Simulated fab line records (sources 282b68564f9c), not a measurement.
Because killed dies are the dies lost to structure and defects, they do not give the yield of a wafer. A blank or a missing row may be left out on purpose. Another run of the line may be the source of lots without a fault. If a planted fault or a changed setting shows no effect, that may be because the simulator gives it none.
fab line records | flow ritCmos | part 1 of 2: steps 1 to 30 of 41
record: lots: 5 wafers: 15 lastDay: 7
route steps=202 shown ACTIVE@15 FOX1@20 FOX2@23 NWELL@28 PWELL@39 WELLDRIVE@50 NRETRO@53
lots with no fault: from the same line, run without faults
startH: the number of hours between the record's first day and the start of the first shown wafer of the lot | waitH: hours since the lot's step before | " the same as in the row above | L1.1+2: a single row standing in for several wafers | - no value present, or no start provided | * or withheld: withheld | < > ~ a bound
route shown NAME@n: a module of which the file shows steps, and the number in the route of the first | usual: average and standard deviation across the fault-free wafers | same: alike in all rows | chamber/n: place in a boat | sites: per-site readings | _std_site: standard deviation of those values | _edge_site: outer sites' mean less inner sites' | radiusMm: for every site, how far away it sits from the centre of the wafer | mask NAME#n: copy n | behind: the most recent tool/chamber to have shaped the wafer | hold: what put the lot on hold/how long, in hours/how the hold closed | device: the n, p or np transistor that did not switch | end of line: at the end of the route, the tests of the same wafers | a step without rows: its recipe alone | killed: dies lost to structure and defects at the first sort, not the wafer's yield | map: dies across one wafer; x = killed, . = not, _ = none there
set.NAME: setting as actually run; set.NAME@STEP: the setting as run at that earlier step | model.NAME: the simulator's own value behind a step, which no gauge read
lots at some steps of the route; a table a step, a row a wafer
services: when a tool's chamber went out of use (startH, in hours from the record's first day, below 0 if earlier), for how many hours, and the reason
== steps ==
step: RIT_ACTIVE_STRIP_14
recipe: chemistry: O2 timeS: 180 resist: NOVOLAK platenTempC: withheld powerW: 500 pressureMtorr: 4000 o2FlowSccm: 4000
usual: drypumpMotorCurrentA: 6.02/0.19
columns lot.wafer tool chamber startH waitH drypumpMotorCurrentA rfHoursCounterH
L080.1 plasmaAsher-01 0 46.12 0.1 5.98 41
L080.3 " 1 " " 6.16 -
L080.4 " 0 " " 5.93 -
L084.3 plasmaAsher-03 0 64.90 0.1 5.86 -
L084.4 " 1 " " 6.29 -
L084.5 " 0 " " 5.87 -
L089.2 plasmaAsher-02 0 90.48 0.1 5.95 44
L089.5 " 1 " " 5.71 -
L089.6 " 0 " " 5.94 -
L093.1 plasmaAsher-03 0 109.84 0.1 5.89 48
L093.2 " 1 " " 6.29 48
L093.3 " 0 " " 5.84 -
L094.3 plasmaAsher-02 1 115.07 0.1 5.78 -
L094.4 " 0 " " 5.97 -
L094.6 " 1 " " 5.74 -
step: RIT_ACTIVE_CD_MEAS_90
recipe: targetCdNm: 1400
usual: cdNm: 1400.7/1.9
columns lot.wafer tool chamber startH waitH cdNm
L080.1 cdSem-01 - 46.30 0.1 1400.5
L080.3 " - " " 1398.3
L080.4 " - " " 1400.7
L084.3 cdSem-02 - 65.06 0.1 1402.2
L084.4 " - " " 1403.6
L084.5 " - " " 1402.3
L089.2 cdSem-02 - 90.68 0.1 1402.9
L089.5 " - " " 1401.8
L089.6 " - " " 1402.4
L093.1 cdSem-01 - 110.02 0.1 1399.2
L093.2 " - " " 1401.1
L093.3 " - " " 1399.7
L094.3 cdSem-01 - 115.22 0.1 1399.7
L094.4 " - " " 1399.3
L094.6 " - " " 1396.5
step: RIT_ACTIVE_CLEAN_15
recipe: chemistry: SC1 mix: 3:3:50 timeS: 600 tempC: 75
columns lot.wafer tool chamber startH waitH
L080.1+3+4 wetBench-04 1 46.42 0.1
L084.3+4+5 wetBench-01 0 65.14 0.1
L089.2+5+6 wetBench-01 2 90.78 0.1
L093.1+2+3 wetBench-01 2 110.14 0.1
L094.3+4+6 wetBench-04 0 115.30 0.1
step: RIT_ACTIVE_CLEAN_16
recipe: chemistry: dHF dilution: 50:1 timeS: 30
columns lot.wafer tool chamber startH waitH
L080.1+3+4 wetBench-01 0 46.80 0.0
L084.3+4+5 wetBench-04 2 65.31 0.0
L089.2+5+6 wetBench-04 1 90.98 0.0
L093.1+2+3 wetBench-04 3 110.33 0.0
L094.3+4+6 wetBench-02 3 115.48 0.0
step: RIT_ACTIVE_CLEAN_17
recipe: chemistry: SC2 mix: 3:3:50 timeS: 600 tempC: 75 dry: n2Spin
columns lot.wafer tool chamber startH waitH
L080.1+3+4 wetBench-02 0 46.82 0.0
L084.3+4+5 wetBench-02 1 65.33 0.0
L089.2+5+6 wetBench-02 2 91.00 0.0
L093.1+2+3 wetBench-02 3 110.35 0.0
L094.3+4+6 wetBench-04 3 115.49 0.0
step: RIT_FOX1_OXIDATION_00
recipe: tempC: 1100 ambient: H2O targetThkA: 3507 pH2oTorr: 720 oxTimeS: 1130
columns lot.wafer tool chamber startH waitH
L080.1+3+4 furnace-04 0 47.36 0.4
L084.3+4+5 furnace-03 0 67.33 1.8
L089.2+5+6 furnace-01 0 92.30 1.1
L093.1+2+3 furnace-03 0 111.30 0.8
L094.3+4+6 furnace-01 0 116.11 0.4
step: RIT_FOX1_THK_MEAS_01
recipe: reads: SiO2_of_FOX1_OXIDATION_00
usual: FOX1_OXIDE_THK: 349/7.5
columns lot.wafer tool chamber startH waitH FOX1_OXIDE_THK[nm]
L080.1 filmMetro-03 - 48.68 0.0 345
L080.3 " - " " 345
L080.4 " - " " 349
L084.3 filmMetro-02 - 68.66 0.0 336
L084.4 " - " " 339
L084.5 " - " " 346
L089.2 filmMetro-04 - 93.63 0.0 344
L089.5 " - " " 347
L089.6 " - " " 352
L093.1 filmMetro-02 - 112.62 0.0 346
L093.2 " - " " 349
L093.3 " - " " 343
L094.3 filmMetro-02 - 117.45 0.0 364
L094.4 " - " " 356
L094.6 " - " " 359
step: RIT_FOX1_WET_ETCH_02
recipe: chemistry: BOE targetDepthNm: 350 timeS: 390 tempC: 21.5 dry: n2Spin dilution: 10:1 target: SiO2
columns lot.wafer tool chamber startH waitH
L080.1+3+4 wetBench-03 0 48.74 0.1
L084.3+4+5 wetBench-01 1 68.70 0.0
L089.2+5+6 wetBench-04 2 93.68 0.0
L093.1+2+3 wetBench-01 3 112.68 0.1
L094.3+4+6 wetBench-03 0 117.49 0.0
step: RIT_FOX2_OXIDATION_00
recipe: tempC: 1100 ambient: H2O targetThkA: 3507 pH2oTorr: 720 oxTimeS: 1130
columns lot.wafer tool chamber startH waitH
L080.1+3+4 furnace-02 0 48.85 0.0
L084.3+4+5 furnace-02 0 69.55 0.7
L089.2+5+6 furnace-03 0 94.32 0.5
L093.1+2+3 furnace-02 0 112.82 0.0
L094.3+4+6 furnace-01 0 117.60 0.0
step: RIT_FOX2_THK_MEAS_01
recipe: reads: SiO2_of_FOX2_OXIDATION_00
usual: FOX2_OXIDE_THK: 353/6
columns lot.wafer tool chamber startH waitH FOX2_OXIDE_THK[nm]
L080.1 filmMetro-01 - 50.17 0.0 357
L080.3 " - " " 350
L080.4 " - " " 350
L084.3 filmMetro-04 - 70.89 0.0 360
L084.4 " - " " 356
L084.5 " - " " 359
L089.2 filmMetro-03 - 95.64 0.0 358
L089.5 " - " " 347
L089.6 " - " " 354
L093.1 filmMetro-01 - 114.13 0.0 358
L093.2 " - " " 360
L093.3 " - " " 367
L094.3 filmMetro-04 - 118.94 0.0 360
L094.4 " - " " 359
L094.6 " - " " 357
step: RIT_FOX2_CLEAN_02
recipe: chemistry: dHF dilution: 50:1 timeS: 180
columns lot.wafer tool chamber startH waitH
L080.1+3+4 wetBench-02 3 50.23 0.1
L084.3+4+5 wetBench-02 0 70.93 0.0
L089.2+5+6 wetBench-02 0 95.69 0.0
L093.1+2+3 wetBench-03 0 114.19 0.1
L094.3+4+6 wetBench-03 2 118.98 0.0
step: RIT_FOX2_WET_ETCH_03
recipe: chemistry: H3PO4 target: Si3N4 targetDepthNm: 195 tempC: 165 timeS: 2700
columns lot.wafer tool chamber startH waitH
L080.1+3+4 wetBench-01 0 50.29 0.0
L084.3+4+5 wetBench-03 0 70.99 0.0
L089.2+5+6 wetBench-01 1 95.75 0.0
L093.1+2+3 wetBench-02 0 114.25 0.0
L094.3+4+6 wetBench-01 3 119.03 0.0
step: RIT_FOX2_THK_MEAS_90
recipe: reads: SiO2_of_FOX2_OXIDATION_00
usual: FIELD_OXIDE_LEFT_1_THK: 326/6.1
columns lot.wafer tool chamber startH waitH FIELD_OXIDE_LEFT_1_THK[nm]
L080.1 filmMetro-03 - 51.04 0.0 329
L080.3 " - " " 323
L080.4 " - " " 322
L084.3 filmMetro-04 - 71.83 0.0 333
L084.4 " - " " 329
L084.5 " - " " 332
L089.2 filmMetro-03 - 96.59 0.0 330
L089.5 " - " " 320
L089.6 " - " " 326
L093.1 filmMetro-04 - 115.01 0.0 330
L093.2 " - " " 332
L093.3 " - " " 340
L094.3 filmMetro-04 - 119.96 0.0 332
L094.4 " - " " 331
L094.6 " - " " 330
step: RIT_NWELL_HMDS_00
recipe: primeTimeS: 60 primeTempC: 140
usual: exhaustPa: 45.1/0.83
columns lot.wafer tool chamber startH waitH exhaustPa
L080.1 lithoTrack-03 0 51.10 0.1 44.6
L080.3 " 0 " " 45.8
L080.4 " 0 " " 45.9
L084.3 lithoTrack-03 0 71.92 0.1 45.9
L084.4 " 0 " " 45.4
L084.5 " 0 " " 46.5
L089.2 lithoTrack-04 0 96.67 0.1 45.0
L089.5 " 0 " " 45.0
L089.6 " 0 " " 43.5
L093.1 lithoTrack-01 0 115.07 0.1 44.6
L093.2 " 0 " " 45.4
L093.3 " 0 " " 45.1
L094.3 lithoTrack-04 0 120.05 0.1 46.1
L094.4 " 0 " " 44.2
L094.6 " 0 " " 43.6
step: RIT_NWELL_COAT_01
recipe: resist: NOVOLAK spinRpm: 2000 resistThkNm: 1300
usual: exhaustPa: 44.9/0.98
columns lot.wafer tool chamber startH waitH exhaustPa
L080.1 lithoTrack-03 0 51.25 0.1 44.0
L080.3 " 0 " " 44.8
L080.4 " 0 " " 45.3
L084.3 lithoTrack-03 0 72.07 0.1 44.8
L084.4 " 0 " " 44.7
L084.5 " 0 " " 44.7
L089.2 lithoTrack-04 0 96.82 0.1 45.1
L089.5 " 0 " " 44.1
L089.6 " 0 " " 44.4
L093.1 lithoTrack-01 0 115.22 0.1 46.3
L093.2 " 0 " " 46.7
L093.3 " 0 " " 45.9
L094.3 lithoTrack-04 0 120.20 0.1 45.4
L094.4 " 0 " " 45.6
L094.6 " 0 " " 45.6
step: RIT_NWELL_SOFTBAKE_02
recipe: resist: NOVOLAK tempC: 90 timeS: 60
usual: exhaustPa: 44.9/0.9
columns lot.wafer tool chamber startH waitH exhaustPa
L080.1 lithoTrack-03 0 51.40 0.1 45.3
L080.3 " 0 " " 45.4
L080.4 " 0 " " 44.2
L084.3 lithoTrack-03 0 72.22 0.1 45.7
L084.4 " 0 " " 45.0
L084.5 " 0 " " 45.4
L089.2 lithoTrack-04 0 96.97 0.1 45.5
L089.5 " 0 " " 45.1
L089.6 " 0 " " 45.9
L093.1 lithoTrack-01 0 115.37 0.1 44.5
L093.2 " 0 " " 42.9
L093.3 " 0 " " 44.4
L094.3 lithoTrack-04 0 120.35 0.1 45.9
L094.4 " 0 " " 44.9
L094.6 " 0 " " 45.5
step: RIT_NWELL_EXPOSE_03
recipe: maskId: M2 na: 0.57 targetCdNm: 43900 doseMj: 250
usual: exposureDoseMJCm2: 249.99/0.22
columns lot.wafer tool chamber startH waitH mask exposureDoseMJCm2
L080.1 ilineStepper-01 0 51.68 0.2 M2#0 250.00
L080.3 " 0 " " M2#0 250.05
L080.4 " 0 " " M2#0 250.12
L084.3 ilineStepper-01 0 72.36 0.1 M2#0 249.84
L084.4 " 0 " " M2#0 249.78
L084.5 " 0 " " M2#0 250.04
L089.2 ilineStepper-01 0 97.11 0.1 M2#0 249.74
L089.5 " 0 " " M2#0 249.84
L089.6 " 0 " " M2#0 249.80
L093.1 ilineStepper-01 0 115.52 0.1 M2#0 250.39
L093.2 " 0 " " M2#0 250.13
L093.3 " 0 " " M2#0 250.16
L094.3 ilineStepper-02 0 120.61 0.2 M2#0 250.38
L094.4 " 0 " " M2#0 250.14
L094.6 " 0 " " M2#0 250.31
step: RIT_NWELL_PEB_04
recipe: resist: NOVOLAK tempC: withheld timeS: withheld
usual: exhaustPa: 44.9/0.85
columns lot.wafer tool chamber startH waitH exhaustPa
L080.1 lithoTrack-01 0 51.91 0.2 44.5
L080.3 " 0 " " 44.0
L080.4 " 0 " " 44.4
L084.3 lithoTrack-03 0 72.49 0.1 44.3
L084.4 " 0 " " 44.0
L084.5 " 0 " " 44.1
L089.2 lithoTrack-04 0 97.23 0.1 45.2
L089.5 " 0 " " 45.5
L089.6 " 0 " " 44.3
L093.1 lithoTrack-04 0 115.63 0.1 43.1
L093.2 " 0 " " 44.3
L093.3 " 0 " " 44.2
L094.3 lithoTrack-01 0 120.76 0.1 45.8
L094.4 " 0 " " 45.7
L094.6 " 0 " " 47.5
step: RIT_NWELL_DEVELOP_05
recipe: resist: NOVOLAK developTimeS: 68 devTempC: 23
usual: exhaustPa: 44.8/0.88
columns lot.wafer tool chamber startH waitH exhaustPa
L080.1 lithoTrack-01 0 - - 45.1
L080.3 " 0 " " 45.2
L080.4 " 0 " " 45.3
L084.3 lithoTrack-03 0 - - 45.6
L084.4 " 0 " " 45.1
L084.5 " 0 " " 45.9
L089.2 lithoTrack-04 0 - - 45.1
L089.5 " 0 " " 45.5
L089.6 " 0 " " 43.7
L093.1 lithoTrack-04 0 - - 45.5
L093.2 " 0 " " 45.7
L093.3 " 0 " " 46.4
L094.3 lithoTrack-01 0 - - 44.0
L094.4 " 0 " " 43.0
L094.6 " 0 " " 43.5
step: RIT_NWELL_OVL_MEAS_06
usual: NWELL_OVL: 0.4/1.5
columns lot.wafer tool chamber startH waitH NWELL_OVL[nm]
L080.1 overlay-01 - 52.22 - -0.5
L080.3 " - " " -3.4
L080.4 " - " " -2.3
L084.3 overlay-02 - 72.77 - 0.6
L084.4 " - " " 2.2
L084.5 " - " " 0.8
L089.2 overlay-02 - 97.53 - 1.4
L089.5 " - " " 2.1
L089.6 " - " " 0.7
L093.1 overlay-02 - 115.95 - -0.1
L093.2 " - " " -0.2
L093.3 " - " " -2.0
L094.3 overlay-01 - 121.04 - 0.6
L094.4 " - " " 0.5
L094.6 " - " " 0.2
step: RIT_NWELL_HARDBAKE_07
recipe: resist: NOVOLAK tempC: 140 timeS: 120
usual: exhaustPa: 44.9/0.91
columns lot.wafer tool chamber startH waitH exhaustPa
L080.1 lithoTrack-03 0 52.36 0.1 45.5
L080.3 " 0 " " 44.8
L080.4 " 0 " " 46.3
L084.3 lithoTrack-04 0 72.87 0.1 43.8
L084.4 " 0 " " 44.7
L084.5 " 0 " " 43.2
L089.2 lithoTrack-03 0 97.60 0.1 43.8
L089.5 " 0 " " 43.9
L089.6 " 0 " " 44.5
L093.1 lithoTrack-04 0 115.98 0.0 45.1
L093.2 " 0 " " 45.0
L093.3 " 0 " " 45.4
L094.3 lithoTrack-04 0 121.14 0.1 45.3
L094.4 " 0 " " 44.7
L094.6 " 0 " " 44.0
step: RIT_NWELL_IMPLANT_08
recipe: species: P energyKev: 170 doseCm2: 5e+13 tiltDeg: 7
usual: faradayCurrentUA: 158.4/2.9
columns lot.wafer tool chamber startH waitH faradayCurrentUA
L080.1 implanter-01 0 52.61 0.2 154.7
L080.3 " 0 " " 161.6
L080.4 " 0 " " 157.9
L084.3 implanter-01 0 73.09 0.2 161.6
L084.4 " 0 " " 163.0
L084.5 " 0 " " 157.4
L089.2 implanter-01 0 97.83 0.2 158.1
L089.5 " 0 " " 156.8
L089.6 " 0 " " 160.4
L093.1 implanter-02 0 116.23 0.2 156.8
L093.2 " 0 " " 160.7
L093.3 " 0 " " 159.5
L094.3 implanter-01 0 121.36 0.2 162.6
L094.4 " 0 " " 160.0
L094.6 " 0 " " 155.5
step: RIT_NWELL_STRIP_09
recipe: chemistry: O2 timeS: 180 resist: NOVOLAK platenTempC: withheld powerW: 500 pressureMtorr: 4000 o2FlowSccm: 4000
usual: drypumpMotorCurrentA: 6.0/0.39
columns lot.wafer tool chamber startH waitH drypumpMotorCurrentA rfHoursCounterH
L080.1 plasmaAsher-02 0 52.76 0.1 6.0 40
L080.3 " 0 " " 6.0 -
L080.4 " 1 " " 5.8 -
L084.3 plasmaAsher-03 1 73.25 0.1 6.3 -
L084.4 " 0 " " 5.9 -
L084.5 " 1 " " 6.3 -
L089.2 plasmaAsher-03 1 97.96 0.1 6.2 46
L089.5 " 1 " " 6.3 -
L089.6 " 0 " " 5.9 -
L093.1 plasmaAsher-02 1 116.38 0.1 5.7 48
L093.2 " 0 " " 6.0 48
L093.3 " 0 " " 6.0 -
L094.3 plasmaAsher-04 1 121.52 0.1 5.5 -
L094.4 " 0 " " 6.8 -
L094.6 " 0 " " 6.8 -
step: RIT_NWELL_TW_MEAS_10
usual: NWELL_TW: 2110/16
columns lot.wafer tool chamber startH waitH NWELL_TW
L080.1 filmMetro-04 - 52.93 0.1 2117
L080.3 " - " " 2113
L080.4 " - " " 2114
L084.3 filmMetro-01 - 73.38 0.1 2087
L084.4 " - " " 2082
L084.5 " - " " 2101
L089.2 filmMetro-01 - 98.14 0.1 2100
L089.5 " - " " 2101
L089.6 " - " " 2095
L093.1 filmMetro-01 - 116.56 0.1 2081
L093.2 " - " " 2101
L093.3 " - " " 2091
L094.3 filmMetro-01 - 121.66 0.1 2104
L094.4 " - " " 2108
L094.6 " - " " 2098
step: RIT_PWELL_HMDS_00
recipe: primeTimeS: 60 primeTempC: 140
usual: exhaustPa: 44.9/0.85
columns lot.wafer tool chamber startH waitH exhaustPa
L080.1 lithoTrack-02 0 52.99 0.1 45.0
L080.3 " 0 " " 45.7
L080.4 " 0 " " 44.9
L084.3 lithoTrack-01 0 73.47 0.1 44.5
L084.4 " 0 " " 44.3
L084.5 " 0 " " 44.3
L089.2 lithoTrack-04 0 98.22 0.1 45.1
L089.5 " 0 " " 46.0
L089.6 " 0 " " 45.8
L093.1 lithoTrack-02 0 116.62 0.1 44.3
L093.2 " 0 " " 45.2
L093.3 " 0 " " 44.6
L094.3 lithoTrack-01 0 121.75 0.1 44.3
L094.4 " 0 " " 44.5
L094.6 " 0 " " 44.3
step: RIT_PWELL_COAT_01
recipe: resist: NOVOLAK spinRpm: 2000 resistThkNm: 1300
usual: exhaustPa: 44.9/0.91
columns lot.wafer tool chamber startH waitH exhaustPa
L080.1 lithoTrack-02 0 53.14 0.1 45.8
L080.3 " 0 " " 44.8
L080.4 " 0 " " 45.9
L084.3 lithoTrack-01 0 73.62 0.1 44.1
L084.4 " 0 " " 43.9
L084.5 " 0 " " 44.8
L089.2 lithoTrack-04 0 98.37 0.1 45.0
L089.5 " 0 " " 47.0
L089.6 " 0 " " 47.6
L093.1 lithoTrack-02 0 116.77 0.1 46.0
L093.2 " 0 " " 45.4
L093.3 " 0 " " 45.6
L094.3 lithoTrack-01 0 121.90 0.1 43.7
L094.4 " 0 " " 44.1
L094.6 " 0 " " 44.6
step: RIT_PWELL_SOFTBAKE_02
recipe: resist: NOVOLAK tempC: 90 timeS: 60
usual: exhaustPa: 44.9/0.86
columns lot.wafer tool chamber startH waitH exhaustPa
L080.1 lithoTrack-02 0 53.29 0.1 44.3
L080.3 " 0 " " 43.9
L080.4 " 0 " " 44.8
L084.3 lithoTrack-01 0 73.77 0.1 44.9
L084.4 " 0 " " 44.5
L084.5 " 0 " " 44.5
L089.2 lithoTrack-04 0 98.52 0.1 45.8
L089.5 " 0 " " 46.3
L089.6 " 0 " " 45.3
L093.1 lithoTrack-02 0 116.92 0.1 44.0
L093.2 " 0 " " 44.7
L093.3 " 0 " " 45.4
L094.3 lithoTrack-01 0 122.05 0.1 43.6
L094.4 " 0 " " 44.8
L094.6 " 0 " " 44.4
step: RIT_PWELL_EXPOSE_03
recipe: maskId: M3 na: 0.57 targetCdNm: 43700 doseMj: 250
usual: exposureDoseMJCm2: 250.04/0.22
columns lot.wafer tool chamber startH waitH mask exposureDoseMJCm2
L080.1 ilineStepper-01 0 53.44 0.1 M3#0 250.08
L080.3 " 0 " " M3#0 250.11
L080.4 " 0 " " M3#0 249.81
L084.3 ilineStepper-02 0 73.91 0.1 M3#0 249.87
L084.4 " 0 " " M3#0 249.66
L084.5 " 0 " " M3#0 250.32
L089.2 ilineStepper-01 0 98.66 0.1 M3#0 250.19
L089.5 " 0 " " M3#0 249.98
L089.6 " 0 " " M3#0 250.21
L093.1 ilineStepper-01 0 117.19 0.2 M3#0 250.20
L093.2 " 0 " " M3#0 249.72
L093.3 " 0 " " M3#0 250.22
L094.3 ilineStepper-01 0 122.18 0.1 M3#0 250.00
L094.4 " 0 " " M3#0 249.76
L094.6 " 0 " " M3#0 250.34
step: RIT_PWELL_PEB_04
recipe: resist: NOVOLAK tempC: withheld timeS: withheld
usual: exhaustPa: 44.8/0.75
columns lot.wafer tool chamber startH waitH exhaustPa
L080.1 lithoTrack-04 0 53.56 0.1 44.9
L080.3 " 0 " " 45.3
L080.4 " 0 " " 45.2
L084.3 lithoTrack-04 0 74.04 0.1 44.8
L084.4 " 0 " " 43.7
L084.5 " 0 " " 44.7
L089.2 lithoTrack-04 0 98.78 0.1 43.2
L089.5 " 0 " " 45.4
L089.6 " 0 " " 44.8
L093.1 lithoTrack-02 0 117.31 0.1 43.9
L093.2 " 0 " " 44.4
L093.3 " 0 " " 45.1
L094.3 lithoTrack-01 0 122.31 0.1 45.0
L094.4 " 0 " " 44.8
L094.6 " 0 " " 45.8
step: RIT_PWELL_DEVELOP_05
recipe: resist: NOVOLAK developTimeS: 68 devTempC: 23
usual: exhaustPa: 45.1/0.79
columns lot.wafer tool chamber startH waitH exhaustPa
L080.1 lithoTrack-04 0 - - 45.2
L080.3 " 0 " " 47.2
L080.4 " 0 " " 46.3
L084.3 lithoTrack-04 0 - - 44.1
L084.4 " 0 " " 43.7
L084.5 " 0 " " 43.9
L089.2 lithoTrack-04 0 - - 45.0
L089.5 " 0 " " 46.6
L089.6 " 0 " " 43.9
L093.1 lithoTrack-02 0 - - 45.3
L093.2 " 0 " " 44.6
L093.3 " 0 " " 43.8
L094.3 lithoTrack-01 0 - - 45.2
L094.4 " 0 " " 43.8
L094.6 " 0 " " 44.2
